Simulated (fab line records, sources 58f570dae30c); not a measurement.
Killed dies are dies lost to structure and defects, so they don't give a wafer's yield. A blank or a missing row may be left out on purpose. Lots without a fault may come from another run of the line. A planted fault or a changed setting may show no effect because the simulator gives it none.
A struck lot beside a sound one | flow berkeley_cmos170 | 33 steps out of a route of 331
Sound: wafers L786.2, L786.3, L786.6. Struck: wafers L782.2, L782.5, L782.6. The cause comes at the end.
At each step with rows: each side's tool, then ch and its chambers, then its first start. Under that, the readings that differ: sound wafers | struck wafers | difference of the means | sigmas: that difference in standard deviations of wafers without a fault.
alike: readings whose means differ by less than 2 such deviations, and words and numbers that are the same on both sides. not compared: withheld readings, readings that some wafer has no value for, bounds like >300 that may hide the same value, and numbers for which the record gives no deviation and whose values overlap.
The two part at a step that has a row with sigmas, a row that says differs or no value, or rows on one side only. Numbers that don't overlap but have no deviation are shown without sigmas and don't part them. A reading that every wafer of one side lacks parts them only if that side has two wafers or more.

first, 3 steps without rows for these wafers: UCB170_FIELD_WET_ETCH_04 (etches SiO2 in dHF, time 60 s); UCB170_FIELD_WET_ETCH_05 (etches Si3N4 in H3PO4, time 12600 s); UCB170_FIELD_WET_ETCH_06 (etches SiO2 in BOE, time 22 s).
UCB170_FIELD_THK_MEAS_90:
  sound on film_metro-04, day 9 03:26; struck on film_metro-01, day 7 22:44
  alike: FIELD_OXIDE_LEFT_1_THK
then, 2 steps without rows for these wafers: UCB170_SACOX_CLEAN_00 (cleans in dHF, time 7.5 s); UCB170_SACOX_OXIDATION_01 (target thk 14.4 nm, ox time 2400 s).
UCB170_SACOX_THK_MEAS_02:
  sound on film_metro-04, day 9 06:50; struck on film_metro-04, day 8 01:59
  alike: SACOX_OXIDE_THK
then, 2 steps without rows for these wafers: UCB170_SCREENOX_WET_ETCH_00 (etches SiO2 in dHF, time 200 s); UCB170_SCREENOX_OXIDATION_01 (target thk 14.4 nm, ox time 2400 s).
UCB170_SCREENOX_THK_MEAS_02:
  sound on film_metro-03, day 9 12:39; struck on film_metro-02, day 8 05:43
  alike: SCREENOX_OXIDE_THK
then, 2 steps without rows for these wafers: UCB170_SCREENOX_ANNEAL_03 (time 900 s); UCB170_NVT_HMDS_00 (prime time 60 s).
UCB170_NVT_COAT_01: resist thk 900 nm.
  sound on litho_track-01 ch 0, day 9 16:38; struck on litho_track-01, day 8 12:12
  no value came back on the struck wafers for chill_plate_temp_C (C), dispense_pressure_kPa (kPa), exhaust_pa (Pa); on the sound wafers chill_plate_temp_C (C) reads 23.21 23.16 23.15
then, 4 steps without rows for these wafers: UCB170_NVT_SOFTBAKE_02 (time 60 s); UCB170_NVT_EXPOSE_03 (exposes mask PWELL, target cd 3000 nm); UCB170_NVT_PEB_04; UCB170_NVT_DEVELOP_05 (develop time 45 s).
UCB170_NVT_OVL_MEAS_06:
  sound on overlay-02, day 9 17:19; struck on overlay-01, day 8 13:29
  reading      | sound | struck | difference                    | sigmas
  NVT_OVL (nm) | 1 2 2 | - - -  | no value on the struck wafers |
then, 1 step without rows for these wafers: UCB170_NVT_IMPLANT_07.
UCB170_NVT_STRIP_08: strips in O2.
  sound on plasma_asher-03 ch 0,1, day 9 17:30; struck on plasma_asher-03 ch 0,1, day 8 13:40
  no value came back on the struck wafers for oes_product_au (a.u.), strip_time_to_endpoint_s (s); on the sound wafers oes_product_au (a.u.) reads 0.740 0.728 0.738
  alike: drypump_motor_current_A
  not compared: rf_hours_counter_h
UCB170_NVT_TW_MEAS_09:
  sound on film_metro-03, day 9 17:37; struck on film_metro-04, day 8 13:46
  alike: NVT_TW
then, 3 steps without rows for these wafers: UCB170_NVT_CLEAN_10 (cleans in SPM, time 600 s); UCB170_PVT_HMDS_00 (prime time 60 s); UCB170_PVT_COAT_01 (resist thk 900 nm).
UCB170_PVT_SOFTBAKE_02: time 62.52 s.
  sound on litho_track-03 ch 0, day 9 18:10; struck on litho_track-03 ch 0, day 8 14:29
  alike: exhaust_pa, plate_sensor_t_centre_C, plate_sensor_t_edge_C
then, 3 steps without rows for these wafers: UCB170_PVT_EXPOSE_03 (exposes mask NWELL, target cd 3000 nm); UCB170_PVT_PEB_04; UCB170_PVT_DEVELOP_05 (develop time 45 s).
UCB170_PVT_OVL_MEAS_06:
  sound on overlay-02, day 9 18:48; struck on overlay-01, day 8 15:38
  alike: PVT_OVL
then, 1 step without rows for these wafers: UCB170_PVT_IMPLANT_07.
UCB170_PVT_STRIP_08: strips in O2.
  sound on plasma_asher-04 ch 0,1, day 9 18:59; struck on plasma_asher-04 ch 0,1, day 8 15:49
  alike: drypump_motor_current_A, oes_product_au, strip_time_to_endpoint_s
  not compared: rf_hours_counter_h
UCB170_PVT_TW_MEAS_09:
  sound on film_metro-04, day 9 19:05; struck on film_metro-04, day 8 15:55
  reading | sound       | struck      | difference | sigmas
  PVT_TW  | 512 513 516 | 647 650 650 | +135       | +26
then, 1 step without rows for these wafers: UCB170_GATE_WET_ETCH_00 (etches SiO2 in dHF, time 200 s).

WHERE THEY PART
First at UCB170_NVT_COAT_01; last, within this record, at UCB170_PVT_TW_MEAS_09.

WHY: what the simulator had put in
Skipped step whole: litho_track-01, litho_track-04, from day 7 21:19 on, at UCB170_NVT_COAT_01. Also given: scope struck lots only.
